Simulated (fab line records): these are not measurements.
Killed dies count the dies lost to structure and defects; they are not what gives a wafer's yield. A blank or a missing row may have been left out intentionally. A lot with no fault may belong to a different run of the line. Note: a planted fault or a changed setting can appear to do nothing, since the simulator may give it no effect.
A struck lot beside a sound one -- flow berkeleyCmos170 -- 16 out of 331 route steps
Sound: the wafers L755.1, L755.3, L755.4. The struck wafers were L762.1, L762.4, L762.6. The cause comes at the end.
At each step with rows: each side's tool, then ch and its chambers, then its first start. Under that, the readings that differ: sound wafers -- struck wafers -- difference of the means -- sigmas: that difference in standard deviations of wafers without a fault.
alike: readings with means less than 2 such deviations apart, plus words and numbers identical on both sides. not compared: withheld readings, readings lacking a value on some wafer, bounds such as >300 that could conceal the same value, and numbers that have no deviation in the record and whose values overlap.
The two part at a step that has a row with sigmas, a row that says differs or no value, or rows on one side only. When numbers do not overlap yet have no deviation, they are printed without sigmas and do not part them. Lack of a reading on every wafer of one side parts them only where that side has two or more wafers.

first, 1 step without rows for these wafers: UCB170_NWELL_OXIDATION_01 (target thk 26.4 nm, ox time 1260 s).
UCB170_NWELL_THK_MEAS_02:
  struck on filmMetro-03, day 4 16:53; sound on filmMetro-01, day 3 08:16
  alike: NWELL_OXIDE_THK
then, 2 steps without rows for these wafers: UCB170_NWELL_ANNEAL_03 (time 900 s); UCB170_NWELL_CVD_04 (deposits Si3N4 from SiH2Cl2/NH3, target thk 224 nm, time 3360 s).
UCB170_NWELL_THK_MEAS_05:
  struck on filmMetro-03, day 4 22:43; sound on filmMetro-04, day 3 13:11
reading,sound,struck,difference,sigmas
NWELL_NITRIDE_THK (nm),225.2 225.3 225.5,219.3 220.1 218.3,-6.1,-2
then, 6 steps without rows for these wafers: UCB170_NWELL_HMDS_06 (prime time 60 s); UCB170_NWELL_COAT_07 (resist thk 900 nm); UCB170_NWELL_SOFTBAKE_08 (time 60 s); UCB170_NWELL_EXPOSE_09 (exposes mask NWELL, target cd 3000 nm); UCB170_NWELL_PEB_10; UCB170_NWELL_DEVELOP_11 (develop time 45 s).
UCB170_NWELL_OVL_MEAS_12:
  struck on overlay-01, day 4 23:44; sound on overlay-01, day 3 14:20
  alike: NWELL_OVL
UCB170_NWELL_ETCH_13: etches Si3N4 in CH3F/Ar/O2, stops on SiO2, target depth 246.4 nm, time 154 s.
  sound on rieDiel-01 ch 0,2,3, day 3 14:22; struck on rieDiel-01 ch 0,3, day 4 23:46
reading,sound,struck,difference,sigmas
oesProductAu (a.u.),0.941 0.944 0.957,0.859 0.855 0.868,-0.087,-5
rfFwdPowerW (W),450.1 449.2 449.9,268.4 266.7 269.5,-181.5,-99 or more
model.KrF_of_NWELL_COAT_07.thkNm (nm),720.5 719 717.8,761.5 757.7 757.4,+39.8,
model.etch.depthNm (nm),225.3 225.2 225.5,189.3 190.4 191.2,-35.0,
  alike: O2_flow_sccm, drypumpMotorCurrentA, throttleValvePct
  not compared: rfHoursCounterH
then, 1 step without rows for these wafers: UCB170_NWELL_IMPLANT_14.
UCB170_NWELL_STRIP_15: strips in O2.
  sound on plasmaAsher-01 ch 0,1, day 3 14:37; struck on plasmaAsher-02 ch 0,1, day 5 00:01
reading,sound,struck,difference,sigmas
stripTimeToEndpointS (s),18.00 17.95 17.93,19.00 18.89 18.87,+0.96,+12
  alike: drypumpMotorCurrentA, oesProductAu
  not compared: rfHoursCounterH
UCB170_NWELL_TW_MEAS_16:
  struck on filmMetro-01, day 5 00:07; sound on filmMetro-04, day 3 14:43
  alike: NWELL_TW

## WHERE THEY PART
Last at UCB170_NWELL_STRIP_15 as far as this record goes, first at UCB170_NWELL_THK_MEAS_05. Later steps at which nothing parts them and some readings are alike: UCB170_NWELL_TW_MEAS_16.

WHY: what the simulator had put in
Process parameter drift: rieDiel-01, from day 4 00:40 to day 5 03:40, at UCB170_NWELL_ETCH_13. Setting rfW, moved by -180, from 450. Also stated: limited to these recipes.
